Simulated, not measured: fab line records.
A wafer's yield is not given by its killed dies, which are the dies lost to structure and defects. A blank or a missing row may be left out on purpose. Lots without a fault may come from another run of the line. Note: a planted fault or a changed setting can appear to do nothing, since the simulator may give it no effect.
fab line records	flow rit_cmos	part 1 of 2: steps 1 to 27 of 38
record lots=5	wafers=15	last_day=7
route steps=202 shown GATE@82 REOX@98 NLDD@103 PLDD@114
lots that met no fault: from a run of the same line without faults
start_h: hours from the record's first day to the start of the lot's first wafer shown	wait_h: hours elapsed since this lot's preceding step	" same as the row above	L1.1+2: one row covering several wafers at once	- no value, or no start given	* or withheld: withheld	< > ~ a bound
route shown NAME@n: NAME is a module with steps in the file, n the number in the route of the first one	usual: mean/standard deviation taken from wafers without a fault	same: alike in all rows	chamber/n: place in a boat	sites: per-site readings	_std_site: how widely they spread, as a standard deviation	_edge_site: the outer-site mean with the inner-site mean subtracted	radius_mm: for every site, how far away it sits from the centre of the wafer	mask NAME#n: copy n	behind: the most recent tool/chamber to have shaped the wafer	hold: what put the lot on hold/how long, in hours/how the hold closed	device: whichever transistor did not switch (one of n, p or np)	end of line: the same wafers' tests at the end of the route	a step without rows: its recipe alone	killed: the dies lost at the first sort to structure and to defects; this is not the yield of the wafer	map: per-die view of a wafer (x killed, . not killed, _ where there is no die)
set.NAME: setting as actually run; set.NAME@STEP: the setting as run at that earlier step	model.NAME: the simulator's own value behind a step, which no gauge read
lots at some steps of the route; a table a step, a row a wafer
services: from which hour (start_h, from the record's first day; less than 0 if before it) a tool's chamber was out of use, for how many hours, and why
## steps
# step RIT_GATE_ANNEAL_06
# recipe temp_c=900	time_s=600	ambient=N2O
lot.wafer	tool	chamber	start_h	wait_h
L079.1+2+5	furnace-02	0	58.44	0.0
L084.1+2+5	furnace-04	0	83.48	0.0
L085.3+4+6	furnace-04	0	88.23	0.0
L091.3+4+5	furnace-02	0	118.13	0.0
L095.1+3+4	furnace-04	0	142.60	1.5
# step RIT_GATE_THK_MEAS_07
# recipe reads=SiO2_of_GATE_OXIDATION_05
# usual GATE_OXIDE_THK=3.05/0.057
lot.wafer	tool	chamber	start_h	wait_h	GATE_OXIDE_THK[nm]
L079.1	film_metro-02	-	58.69	0.0	3.08
L079.2	"	-	"	"	2.98
L079.5	"	-	"	"	3.07
L084.1	film_metro-04	-	83.73	0.0	3.04
L084.2	"	-	"	"	3.10
L084.5	"	-	"	"	3.06
L085.3	film_metro-04	-	88.50	0.0	3.13
L085.4	"	-	"	"	3.01
L085.6	"	-	"	"	3.09
L091.3	film_metro-01	-	118.40	0.0	3.07
L091.4	"	-	"	"	3.05
L091.5	"	-	"	"	3.05
L095.1	film_metro-04	-	142.85	0.0	3.05
L095.3	"	-	"	"	3.12
L095.4	"	-	"	"	3.02
# step RIT_GATE_CVD_08
# recipe material=poly-Si	target_thk_nm=250	temp_c=610	precursor=SiH4	time_s=2220	pressure_mtorr=300	sih4_flow_sccm=100
# usual pressure_mtorr=299.9/0.55
lot.wafer	tool	chamber	start_h	wait_h	pressure_mtorr
L079.1	lpcvd-02	0	58.75	0.1	300.6
L079.2	"	0	"	"	299.5
L079.5	"	0	"	"	300.7
L084.1	lpcvd-02	0	83.79	0.1	299.3
L084.2	"	0	"	"	300.0
L084.5	"	0	"	"	300.2
L085.3	lpcvd-01	1	88.54	0.0	300.6
L085.4	"	1	"	"	299.3
L085.6	"	1	"	"	301.0
L091.3	lpcvd-01	1	118.44	0.0	300.0
L091.4	"	1	"	"	299.5
L091.5	"	1	"	"	299.5
L095.1	lpcvd-02	1	142.91	0.1	299.1
L095.3	"	1	"	"	299.9
L095.4	"	1	"	"	299.5
# step RIT_GATE_THK_MEAS_09
# recipe reads=poly-Si_of_GATE_CVD_08
# usual GATE_POLY_THK=249.7/2.8
lot.wafer	tool	chamber	start_h	wait_h	GATE_POLY_THK[nm]
L079.1	film_metro-04	-	61.17	0.0	246.2
L079.2	"	-	"	"	248.2
L079.5	"	-	"	"	248.5
L084.1	film_metro-04	-	85.40	0.0	254.0
L084.2	"	-	"	"	252.1
L084.5	"	-	"	"	254.0
L085.3	film_metro-04	-	90.18	0.0	252.8
L085.4	"	-	"	"	253.6
L085.6	"	-	"	"	254.5
L091.3	film_metro-04	-	120.08	0.0	250.1
L091.4	"	-	"	"	249.4
L091.5	"	-	"	"	251.2
L095.1	film_metro-04	-	144.53	0.0	246.7
L095.3	"	-	"	"	248.1
L095.4	"	-	"	"	248.5
# step RIT_GATE_HMDS_10
# recipe prime_time_s=60	prime_temp_c=140
# usual exhaust_pa=45.1/0.96
lot.wafer	tool	chamber	start_h	wait_h	exhaust_pa
L079.1	litho_track-03	0	61.23	0.1	47.5
L079.2	"	0	"	"	46.2
L079.5	"	0	"	"	45.1
L084.1	litho_track-03	0	85.46	0.1	45.4
L084.2	"	0	"	"	45.5
L084.5	"	0	"	"	45.4
L085.3	litho_track-04	0	90.27	0.1	44.2
L085.4	"	0	"	"	45.7
L085.6	"	0	"	"	44.5
L091.3	litho_track-03	0	120.17	0.1	45.1
L091.4	"	0	"	"	44.2
L091.5	"	0	"	"	45.3
L095.1	litho_track-03	0	144.59	0.1	44.1
L095.3	"	0	"	"	46.4
L095.4	"	0	"	"	45.7
# step RIT_GATE_COAT_11
# recipe resist=NOVOLAK	spin_rpm=4250	resist_thk_nm=850
# usual exhaust_pa=45.1/0.88
lot.wafer	tool	chamber	start_h	wait_h	exhaust_pa
L079.1	litho_track-03	0	61.38	0.1	43.8
L079.2	"	0	"	"	44.1
L079.5	"	0	"	"	42.7
L084.1	litho_track-03	0	85.61	0.1	45.0
L084.2	"	0	"	"	44.6
L084.5	"	0	"	"	44.3
L085.3	litho_track-04	0	90.42	0.1	45.4
L085.4	"	0	"	"	45.7
L085.6	"	0	"	"	45.7
L091.3	litho_track-03	0	120.31	0.1	45.0
L091.4	"	0	"	"	45.6
L091.5	"	0	"	"	45.1
L095.1	litho_track-03	0	144.74	0.1	45.3
L095.3	"	0	"	"	44.7
L095.4	"	0	"	"	44.8
# step RIT_GATE_SOFTBAKE_12
# recipe resist=NOVOLAK	temp_c=90	time_s=60
# usual exhaust_pa=44.8/0.87	heater_power_total_W=34.56/0.05
lot.wafer	tool	chamber	start_h	wait_h	exhaust_pa	heater_power_total_W
L079.1	litho_track-03	0	61.53	0.1	43.7	34.59
L079.2	"	0	"	"	44.1	34.54
L079.5	"	0	"	"	43.5	34.63
L084.1	litho_track-03	0	85.76	0.1	43.4	34.50
L084.2	"	0	"	"	44.4	34.58
L084.5	"	0	"	"	44.7	34.61
L085.3	litho_track-04	0	90.57	0.1	44.8	34.53
L085.4	"	0	"	"	43.6	34.57
L085.6	"	0	"	"	44.9	34.51
L091.3	litho_track-03	0	120.47	0.1	43.8	34.51
L091.4	"	0	"	"	44.3	34.48
L091.5	"	0	"	"	45.3	34.49
L095.1	litho_track-03	0	144.89	0.1	45.2	34.54
L095.3	"	0	"	"	45.8	34.53
L095.4	"	0	"	"	44.9	34.50
# step RIT_GATE_EXPOSE_13
# recipe mask_id=M6	na=0.6	source_shape=conventional	sigma_outer=0.6	target_cd_nm=150	dose_mj=380
lot.wafer	tool	chamber	start_h	wait_h	mask
L079.1+2+5	iline_stepper-01	0	61.68	0.1	M6#0
L084.1+2+5	iline_stepper-02	0	85.91	0.1	M6#0
L085.3+4+6	iline_stepper-01	0	90.83	0.2	M6#0
L091.3+4+5	iline_stepper-02	0	120.73	0.2	M6#0
L095.1+3+4	iline_stepper-02	0	145.16	0.2	M6#0
# step RIT_GATE_PEB_14
# recipe resist=NOVOLAK	temp_c=withheld	time_s=withheld
# usual exhaust_pa=45.2/0.96
lot.wafer	tool	chamber	start_h	wait_h	exhaust_pa
L079.1	litho_track-02	0	61.80	0.1	45.8
L079.2	"	0	"	"	43.8
L079.5	"	0	"	"	47.4
L084.1	litho_track-02	0	86.03	0.1	46.3
L084.2	"	0	"	"	45.3
L084.5	"	0	"	"	43.9
L085.3	litho_track-04	0	90.96	0.1	44.6
L085.4	"	0	"	"	45.3
L085.6	"	0	"	"	45.6
L091.3	litho_track-03	0	120.86	0.1	45.9
L091.4	"	0	"	"	45.3
L091.5	"	0	"	"	45.8
L095.1	litho_track-04	0	145.28	0.1	44.7
L095.3	"	0	"	"	44.8
L095.4	"	0	"	"	45.0
# step RIT_GATE_DEVELOP_15
# recipe resist=NOVOLAK	develop_time_s=48.17	dev_temp_c=23
# usual developer_temp_C=22.97/0.1	exhaust_pa=45.1/0.88
lot.wafer	tool	chamber	start_h	wait_h	developer_temp_C	exhaust_pa
L079.1	litho_track-02	0	-	-	22.99	44.5
L079.2	"	0	"	"	22.97	46.0
L079.5	"	0	"	"	23.11	45.5
L084.1	litho_track-02	0	-	-	22.90	45.8
L084.2	"	0	"	"	22.93	46.4
L084.5	"	0	"	"	22.98	45.1
L085.3	litho_track-04	0	-	-	22.95	45.4
L085.4	"	0	"	"	22.95	44.6
L085.6	"	0	"	"	22.80	44.9
L091.3	litho_track-03	0	-	-	23.16	45.5
L091.4	"	0	"	"	22.87	45.5
L091.5	"	0	"	"	23.19	45.4
L095.1	litho_track-04	0	-	-	22.85	44.8
L095.3	"	0	"	"	22.88	45.9
L095.4	"	0	"	"	22.73	45.5
# step RIT_GATE_CD_MEAS_16
# recipe target_cd_nm=150
# usual cd_nm=150.4/2.1
lot.wafer	tool	chamber	start_h	wait_h	cd_nm
L079.1	cd_sem-01	-	62.08	-	151.7
L079.2	"	-	"	"	150.8
L079.5	"	-	"	"	149.6
L084.1	cd_sem-02	-	86.31	-	149.2
L084.2	"	-	"	"	149.6
L084.5	"	-	"	"	148.4
L085.3	cd_sem-01	-	91.23	-	150.6
L085.4	"	-	"	"	150.5
L085.6	"	-	"	"	151.2
L091.3	cd_sem-02	-	121.13	-	151.0
L091.4	"	-	"	"	149.0
L091.5	"	-	"	"	148.4
L095.1	cd_sem-02	-	145.56	-	153.5
L095.3	"	-	"	"	153.9
L095.4	"	-	"	"	153.7
# step RIT_GATE_OVL_MEAS_17
# usual GATE_OVL=1.0/1.3
lot.wafer	tool	chamber	start_h	wait_h	GATE_OVL[nm]
L079.1	overlay-02	-	62.20	0.1	2.1
L079.2	"	-	"	"	1.0
L079.5	"	-	"	"	3.0
L084.1	overlay-01	-	86.43	0.1	-1.2
L084.2	"	-	"	"	-0.6
L084.5	"	-	"	"	-1.4
L085.3	overlay-01	-	91.32	0.1	2.1
L085.4	"	-	"	"	3.2
L085.6	"	-	"	"	3.3
L091.3	overlay-01	-	121.22	0.1	0.7
L091.4	"	-	"	"	2.1
L091.5	"	-	"	"	2.1
L095.1	overlay-02	-	145.68	0.1	1.0
L095.3	"	-	"	"	1.0
L095.4	"	-	"	"	2.2
# step RIT_GATE_HARDBAKE_18
# recipe resist=NOVOLAK	temp_c=140	time_s=60
# usual exhaust_pa=44.8/0.98	heater_power_total_W=62.55/0.049
lot.wafer	tool	chamber	start_h	wait_h	exhaust_pa	heater_power_total_W
L079.1	litho_track-02	0	62.24	0.0	46.3	62.55
L079.2	"	0	"	"	46.6	62.62
L079.5	"	0	"	"	45.1	62.51
L084.1	litho_track-02	0	86.47	0.0	44.9	62.55
L084.2	"	0	"	"	43.3	62.63
L084.5	"	0	"	"	45.9	62.52
L085.3	litho_track-04	0	91.40	0.1	44.6	62.54
L085.4	"	0	"	"	43.5	62.58
L085.6	"	0	"	"	43.8	62.55
L091.3	litho_track-03	0	121.30	0.1	42.9	62.56
L091.4	"	0	"	"	43.0	62.59
L091.5	"	0	"	"	41.5	62.61
L095.1	litho_track-04	0	145.72	0.0	44.5	62.57
L095.3	"	0	"	"	45.1	62.59
L095.4	"	0	"	"	45.5	62.58
# step RIT_GATE_ETCH_19
# recipe chemistry=SF6/CHF3/O2	time_s=165	SF6_flow_sccm=30	CHF3_flow_sccm=30	O2_flow_sccm=5	target=poly-Si	pressure_mtorr=40	rf_w=160	target_depth_a=3125	over_etch_frac=0.25	stop_on=SiO2
# usual CHF3_flow_sccm=30.01/0.09	drypump_motor_current_A=5.6/0.61	oes_product_au=0.853/0.013	throttle_valve_pct=10.26/0.09
# same over_etch_frac=0.25
lot.wafer	tool	chamber	start_h	wait_h	CHF3_flow_sccm	drypump_motor_current_A	oes_product_au	rf_hours_counter_h	throttle_valve_pct
L079.1	rie_si-01	2	62.39	0.1	30.16	5.3	0.853	40	10.39
L079.2	"	3	"	"	30.01	4.6	0.862	138	10.40
L079.5	"	1	"	"	29.90	6.1	0.840	-	10.16
L084.1	rie_si-02	3	86.62	0.1	30.06	5.5	0.864	58	10.24
L084.2	"	2	"	"	29.93	6.0	0.841	3	10.27
L084.5	"	1	"	"	30.00	6.5	0.856	-	10.33
L085.3	rie_si-01	3	91.50	0.1	30.08	4.6	0.863	139	10.39
L085.4	"	0	"	"	30.04	6.1	0.867	0	10.19
L085.6	"	2	"	"	29.88	5.3	0.879	-	10.37
L091.3	rie_si-01	1	121.40	0.1	29.96	6.1	0.844	81	10.19
L091.4	"	3	"	"	30.07	4.6	0.862	139	10.41
L091.5	"	2	"	"	30.15	5.3	0.869	-	10.38
L095.1	rie_si-01	1	145.87	0.1	30.02	6.1	0.842	81	10.17
L095.3	"	3	"	"	30.03	4.6	0.866	139	10.40
L095.4	"	0	"	"	29.97	6.1	0.853	0	10.19
# step RIT_GATE_STRIP_20
# recipe chemistry=O2	time_s=180	resist=NOVOLAK	platen_temp_c=withheld	power_w=500	pressure_mtorr=4000	o2_flow_sccm=4000
# usual drypump_motor_current_A=5.4/0.32
lot.wafer	tool	chamber	start_h	wait_h	drypump_motor_current_A	rf_hours_counter_h
L079.1	plasma_asher-01	1	62.50	0.1	5.2	43
L079.2	"	0	"	"	5.4	43
L079.5	"	0	"	"	5.4	-
L084.1	plasma_asher-02	1	86.73	0.1	5.6	47
L084.2	"	0	"	"	5.0	47
L084.5	"	0	"	"	5.0	-
L085.3	plasma_asher-03	0	91.66	0.1	5.9	-
L085.4	"	1	"	"	5.4	-
L085.6	"	0	"	"	6.0	-
L091.3	plasma_asher-01	0	121.56	0.1	5.4	-
L091.4	"	1	"	"	5.3	-
L091.5	"	0	"	"	5.4	-
L095.1	plasma_asher-01	0	145.98	0.1	5.4	3
L095.3	"	1	"	"	5.3	-
L095.4	"	0	"	"	5.4	-
# step RIT_GATE_CD_MEAS_90
# recipe target_cd_nm=150
# usual cd_nm=150.4/2.1
lot.wafer	tool	chamber	start_h	wait_h	cd_nm
L079.1	cd_sem-01	-	62.67	0.1	151.7
L079.2	"	-	"	"	150.7
L079.5	"	-	"	"	149.9
L084.1	cd_sem-01	-	86.90	0.1	149.1
L084.2	"	-	"	"	150.0
L084.5	"	-	"	"	148.4
L085.3	cd_sem-01	-	91.82	0.1	150.6
L085.4	"	-	"	"	150.6
L085.6	"	-	"	"	151.4
L091.3	cd_sem-02	-	121.72	0.1	150.9
L091.4	"	-	"	"	149.0
L091.5	"	-	"	"	148.3
L095.1	cd_sem-02	-	146.15	0.1	154.0
L095.3	"	-	"	"	154.1
L095.4	"	-	"	"	153.5
# step RIT_REOX_CLEAN_00
# recipe chemistry=SC1	mix=3:3:50	time_s=577	temp_c=75
# usual bath_heat_duty_pct=14.0/1.5
lot.wafer	tool	chamber	start_h	wait_h	bath_heat_duty_pct
L079.1	wet_bench-02	0	62.79	0.1	12.8
L079.2	"	0	"	"	10.8
L079.5	"	0	"	"	12.2
L084.1	wet_bench-02	3	87.02	0.1	16.3
L084.2	"	3	"	"	14.5
L084.5	"	3	"	"	14.5
L085.3	wet_bench-02	0	91.90	0.1	13.0
L085.4	"	0	"	"	12.1
L085.6	"	0	"	"	12.8
L091.3	wet_bench-03	2	121.81	0.1	14.5
L091.4	"	2	"	"	14.4
L091.5	"	2	"	"	15.1
L095.1	wet_bench-03	3	146.27	0.1	12.1
L095.3	"	3	"	"	11.6
L095.4	"	3	"	"	12.7
# step RIT_REOX_CLEAN_01
# recipe chemistry=dHF	dilution=50:1	time_s=30
lot.wafer	tool	chamber	start_h	wait_h
L079.1+2+5	wet_bench-04	1	62.98	0.0
L084.1+2+5	wet_bench-03	0	87.20	0.0
L085.3+4+6	wet_bench-03	0	92.08	0.0
L091.3+4+5	wet_bench-04	1	121.99	0.0
L095.1+3+4	wet_bench-03	0	146.45	0.0
# step RIT_REOX_CLEAN_02
# recipe chemistry=SC2	mix=3:3:50	time_s=600	temp_c=75	dry=n2_spin
# usual bath_heat_duty_pct=14.0/1.2
lot.wafer	tool	chamber	start_h	wait_h	bath_heat_duty_pct
L079.1	wet_bench-03	3	63.00	0.0	12.8
L079.2	"	3	"	"	13.2
L079.5	"	3	"	"	13.3
L084.1	wet_bench-02	0	87.22	0.0	12.3
L084.2	"	0	"	"	12.5
L084.5	"	0	"	"	13.1
L085.3	wet_bench-02	0	92.09	0.0	12.2
L085.4	"	0	"	"	12.7
L085.6	"	0	"	"	11.6
L091.3	wet_bench-03	2	122.01	0.0	13.3
L091.4	"	2	"	"	14.1
L091.5	"	2	"	"	15.7
L095.1	wet_bench-03	0	146.46	0.0	13.2
L095.3	"	0	"	"	13.8
L095.4	"	0	"	"	13.8
# step RIT_REOX_OXIDATION_03
# recipe temp_c=900	ambient=O2	target_thk_a=252	ox_time_s=5580
lot.wafer	tool	chamber	start_h	wait_h
L079.1+2+5	furnace-04	0	63.17	0.0
L084.1+2+5	furnace-03	0	88.03	0.6
L085.3+4+6	furnace-04	0	92.27	0.0
L091.3+4+5	furnace-04	0	123.37	1.2
L095.1+3+4	furnace-04	0	146.64	0.0
# step RIT_REOX_THK_MEAS_04
# recipe reads=SiO2_of_REOX_OXIDATION_03
# usual REOX_OXIDE_THK=25.5/0.41
lot.wafer	tool	chamber	start_h	wait_h	REOX_OXIDE_THK[nm]
L079.1	film_metro-03	-	65.72	0.0	26.1
L079.2	"	-	"	"	26.2
L079.5	"	-	"	"	26.2
L084.1	film_metro-02	-	90.58	0.0	25.8
L084.2	"	-	"	"	26.1
L084.5	"	-	"	"	25.6
L085.3	film_metro-02	-	94.84	0.0	25.0
L085.4	"	-	"	"	25.7
L085.6	"	-	"	"	25.4
L091.3	film_metro-03	-	125.94	0.0	25.1
L091.4	"	-	"	"	25.2
L091.5	"	-	"	"	25.6
L095.1	film_metro-03	-	149.19	0.0	25.2
L095.3	"	-	"	"	25.2
L095.4	"	-	"	"	25.5
# step RIT_NLDD_HMDS_00
# recipe prime_time_s=60	prime_temp_c=140
# usual exhaust_pa=45.0/1
lot.wafer	tool	chamber	start_h	wait_h	exhaust_pa
L079.1	litho_track-03	0	65.78	0.1	45.5
L079.2	"	0	"	"	45.7
L079.5	"	0	"	"	45.4
L084.1	litho_track-01	0	90.64	0.1	43.3
L084.2	"	0	"	"	44.9
L084.5	"	0	"	"	46.0
L085.3	litho_track-01	0	94.93	0.1	45.1
L085.4	"	0	"	"	44.1
L085.6	"	0	"	"	44.5
L091.3	litho_track-04	0	126.03	0.1	43.5
L091.4	"	0	"	"	45.1
L091.5	"	0	"	"	45.2
L095.1	litho_track-03	0	149.25	0.1	44.7
L095.3	"	0	"	"	44.0
L095.4	"	0	"	"	43.1
# step RIT_NLDD_COAT_01
# recipe resist=NOVOLAK	spin_rpm=3250	resist_thk_nm=1000
# usual exhaust_pa=45.0/0.82
lot.wafer	tool	chamber	start_h	wait_h	exhaust_pa
L079.1	litho_track-03	0	65.93	0.1	46.2
L079.2	"	0	"	"	43.8
L079.5	"	0	"	"	44.5
L084.1	litho_track-01	0	90.79	0.1	46.4
L084.2	"	0	"	"	46.1
L084.5	"	0	"	"	46.1
L085.3	litho_track-01	0	95.08	0.1	45.9
L085.4	"	0	"	"	46.1
L085.6	"	0	"	"	46.6
L091.3	litho_track-04	0	126.18	0.1	45.8
L091.4	"	0	"	"	45.6
L091.5	"	0	"	"	45.8
L095.1	litho_track-03	0	149.40	0.1	46.1
L095.3	"	0	"	"	45.3
L095.4	"	0	"	"	45.5
# step RIT_NLDD_SOFTBAKE_02
# recipe resist=NOVOLAK	temp_c=90	time_s=60
# usual exhaust_pa=45.1/0.97	heater_power_total_W=34.57/0.043
lot.wafer	tool	chamber	start_h	wait_h	exhaust_pa	heater_power_total_W
L079.1	litho_track-03	0	66.08	0.1	46.8	34.58
L079.2	"	0	"	"	45.7	34.54
L079.5	"	0	"	"	45.0	34.54
L084.1	litho_track-01	0	90.94	0.1	46.3	34.67
L084.2	"	0	"	"	47.2	34.59
L084.5	"	0	"	"	45.7	34.63
L085.3	litho_track-01	0	95.23	0.1	45.6	34.59
L085.4	"	0	"	"	44.3	34.50
L085.6	"	0	"	"	44.5	34.62
L091.3	litho_track-04	0	126.33	0.1	45.9	34.52
L091.4	"	0	"	"	44.4	34.55
L091.5	"	0	"	"	45.6	34.60
L095.1	litho_track-03	0	149.55	0.1	45.1	34.59
L095.3	"	0	"	"	44.5	34.54
L095.4	"	0	"	"	44.7	34.58
# step RIT_NLDD_EXPOSE_03
# recipe mask_id=M7	na=0.57	target_cd_nm=40700	dose_mj=250
lot.wafer	tool	chamber	start_h	wait_h	mask
L079.1+2+5	iline_stepper-02	0	66.36	0.2	M7#0
L084.1+2+5	iline_stepper-01	0	91.09	0.1	M7#0
L085.3+4+6	iline_stepper-02	0	95.49	0.2	M7#0
L091.3+4+5	iline_stepper-01	0	126.47	0.1	M7#0
L095.1+3+4	iline_stepper-01	0	149.70	0.1	M7#0
# step RIT_NLDD_PEB_04
# recipe resist=NOVOLAK	temp_c=withheld	time_s=withheld
# usual exhaust_pa=44.9/0.79
lot.wafer	tool	chamber	start_h	wait_h	exhaust_pa
L079.1	litho_track-01	0	66.47	0.1	44.8
L079.2	"	0	"	"	44.8
L079.5	"	0	"	"	44.8
L084.1	litho_track-01	0	91.20	0.1	44.6
L084.2	"	0	"	"	45.3
L084.5	"	0	"	"	44.8
L085.3	litho_track-04	0	95.62	0.1	44.2
L085.4	"	0	"	"	43.9
L085.6	"	0	"	"	45.0
L091.3	litho_track-01	0	126.77	0.3	45.0
L091.4	"	0	"	"	44.7
L091.5	"	0	"	"	44.4
L095.1	litho_track-04	0	149.82	0.1	44.4
L095.3	"	0	"	"	44.6
L095.4	"	0	"	"	44.5
# step RIT_NLDD_DEVELOP_05
# recipe resist=NOVOLAK	develop_time_s=50	dev_temp_c=23
# usual developer_temp_C=23.00/0.12	exhaust_pa=45.0/0.9
lot.wafer	tool	chamber	start_h	wait_h	developer_temp_C	exhaust_pa
L079.1	litho_track-01	0	-	-	23.22	44.0
L079.2	"	0	"	"	23.18	44.7
L079.5	"	0	"	"	23.13	44.2
L084.1	litho_track-01	0	-	-	22.97	44.9
L084.2	"	0	"	"	22.89	45.3
L084.5	"	0	"	"	22.97	44.2
L085.3	litho_track-04	0	-	-	23.10	43.7
L085.4	"	0	"	"	23.00	45.4
L085.6	"	0	"	"	23.09	44.7
L091.3	litho_track-01	0	-	-	22.97	44.6
L091.4	"	0	"	"	23.08	46.1
L091.5	"	0	"	"	23.19	45.8
L095.1	litho_track-04	0	-	-	22.92	47.0
L095.3	"	0	"	"	22.83	46.9
L095.4	"	0	"	"	22.95	47.1
